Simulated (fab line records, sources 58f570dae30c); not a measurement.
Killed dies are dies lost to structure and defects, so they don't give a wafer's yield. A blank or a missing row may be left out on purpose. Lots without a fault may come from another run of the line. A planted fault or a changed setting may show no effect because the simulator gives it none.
Which tool did it? | flow berkeley_cmos170 | 14 lots, 42 wafers sampled, at 2 steps of a route of 331

WHAT THE GAUGES READ, wafer by wafer
The record holds no reading of a measuring or inspecting step that can be judged against a usual standard deviation.

WHICH TOOL RAN EACH LOT (tool, then ch and the chambers of the sampled wafers, then the start)
lot  | UCB170_M3_METAL_ETCH_18           | UCB170_M3_STRIP_19
L492 | rie_metal-04 ch 1, day 8 04:02    | plasma_asher-04 ch 0,1, day 8 04:13
L493 | rie_metal-01 ch 0,1, day 8 08:36  | plasma_asher-02 ch 0,1, day 8 08:47
L495 | rie_metal-04 ch 0,1, day 8 18:50  | plasma_asher-02 ch 0,1, day 8 19:02
L494 | rie_metal-01 ch 0,1, day 8 19:54  | plasma_asher-04 ch 0,1, day 8 20:04
L497 | rie_metal-04 ch 0,1, day 9 05:40  | plasma_asher-04 ch 0,1, day 9 05:50
L498 | rie_metal-01 ch 0,1, day 9 06:20  | plasma_asher-01 ch 0,1, day 9 06:31
L503 | rie_metal-01 ch 0,1, day 10 04:49 | plasma_asher-02 ch 0,1, day 10 05:01
L507 | rie_metal-02 ch 0,1, day 11 00:32 | plasma_asher-04 ch 0,1, day 11 00:43
L505 | rie_metal-01 ch 0, day 11 00:58   | plasma_asher-04 ch 0,1, day 11 01:09
L510 | rie_metal-04 ch 0,1, day 11 11:55 | plasma_asher-01 ch 0,1, day 11 12:06
L509 | rie_metal-02 ch 0,1, day 11 15:09 | plasma_asher-04 ch 0,1, day 11 15:20
L511 | rie_metal-04 ch 0,1, day 12 02:00 | plasma_asher-01 ch 0,1, day 12 02:11
L512 | rie_metal-04 ch 0,1, day 12 13:52 | plasma_asher-04 ch 0,1, day 12 14:01
L514 | rie_metal-04 ch 0,1, day 12 14:26 | plasma_asher-04 ch 0,1, day 12 14:37
- UCB170_M3_METAL_ETCH_18: etches Al in Cl2/BCl3, stops on SiO2, target depth 1170 nm, time 195 s.
- UCB170_M3_STRIP_19: strips in O2.

WHAT THE TOOLS THEMSELVES READ (means of the sampled wafers that have a number; where no wafer has one, the mark that the record gives instead)
UCB170_M3_METAL_ETCH_18.
lot  | tool         | chamber_pressure_mTorr (mTorr) | drypump_motor_current_A (A) | he_backside_leak_sccm (sccm) | oes_product_au (a.u.) | throttle_valve_pct (%)
L492 | rie_metal-04 | 12.005                         | 6.5                         | 3.30                         | 0.849                 | 24.33
L493 | rie_metal-01 | 12.004                         | 5.7                         | 3.41                         | 0.874                 | 24.27
L495 | rie_metal-04 | 11.998                         | 5.5                         | 3.38                         | 0.831                 | 24.09
L494 | rie_metal-01 | 11.995                         | 5.6                         | 3.40                         | 0.853                 | 24.34
L497 | rie_metal-04 | 11.997                         | 6.1                         | 3.40                         | 0.845                 | 24.22
L498 | rie_metal-01 | 12.005                         | 5.7                         | 3.50                         | 0.869                 | 24.27
L503 | rie_metal-01 | 11.997                         | 5.7                         | 3.49                         | 0.822                 | 24.29
L507 | rie_metal-02 | 11.989                         | 5.2                         | 3.26                         | 0.852                 | 24.54
L505 | rie_metal-01 | 11.997                         | 5.4                         | 3.37                         | 0.799                 | 24.40
L510 | rie_metal-04 | 11.991                         | 6.0                         | 3.38                         | 0.842                 | 24.21
L509 | rie_metal-02 | 11.995                         | 5.2                         | 3.27                         | 0.853                 | 24.54
L511 | rie_metal-04 | 11.996                         | 6.0                         | 3.31                         | 0.835                 | 24.22
L512 | rie_metal-04 | 12.009                         | 6.0                         | 3.32                         | 0.834                 | 24.22
L514 | rie_metal-04 | 11.995                         | 6.0                         | 3.31                         | 0.841                 | 24.23

UCB170_M3_STRIP_19.
lot  | tool            | chamber_pressure_mTorr (mTorr) | drypump_motor_current_A (A) | oes_product_au (a.u.)
L492 | plasma_asher-04 | 3501                           | 5.6                         | 0.548
L493 | plasma_asher-02 | 3503                           | 5.5                         | 0.546
L495 | plasma_asher-02 | 3500                           | 5.6                         | 0.539
L494 | plasma_asher-04 | 3500                           | 5.3                         | 0.542
L497 | plasma_asher-04 | 3500                           | 5.6                         | 0.550
L498 | plasma_asher-01 | 3501                           | 6.3                         | 0.543
L503 | plasma_asher-02 | 3500                           | 5.6                         | 0.463
L507 | plasma_asher-04 | 3497                           | 5.6                         | 0.531
L505 | plasma_asher-04 | 3499                           | 5.6                         | 0.465
L510 | plasma_asher-01 | 3501                           | 6.1                         | 0.540
L509 | plasma_asher-04 | 3501                           | 5.3                         | 0.518
L511 | plasma_asher-01 | 3499                           | 6.3                         | 0.543
L512 | plasma_asher-04 | 3503                           | 5.6                         | 0.527
L514 | plasma_asher-04 | 3499                           | 5.3                         | 0.543

THE ANSWER, worked out from the rows above alone
Rule: what is usual is taken from the lots themselves. Put in order of their means at a reading, lots are off if they are a third of the lots or fewer, leave a main group of 4 or more, and stand apart from it by a gap of 3 or more times the standard deviation of the main group's means; of several such gaps the widest counts. A main group whose means are all the same, to the digits that the tables above print for the reading, isn't used. A lot without any number at a reading at which 4 lots or more have one is off too. The other lots that the step has rows for count as sound. The gauges are gone through in route order, then the tools' own readings, and for those a lot's mean is taken as printed above. The first step at which some lot is off is used, and at that step the reading that is off furthest; a lot without a number counts as furthest.
Off: L503, L505, at UCB170_M3_STRIP_19 (oes_product_au). The main group: mean 0.539 a.u., standard deviation 0.0089.
A tool fits if, at that step or a process step before it, it ran every lot that is off, and no sound lot after the first of them. One fits: rie_metal-01 at UCB170_M3_METAL_ETCH_18. Its last sound lot is L498 (day 9 06:20), its first lot that is off L503 (day 10 04:49): a fault that began between those two fits.

WHAT THE SIMULATOR HAD PUT IN
Process parameter drift: rie_metal-01, from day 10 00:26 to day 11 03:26, at UCB170_M3_METAL_ETCH_18. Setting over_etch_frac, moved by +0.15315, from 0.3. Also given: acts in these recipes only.
Lots struck among those shown: L503, L505. The rule above found the same.
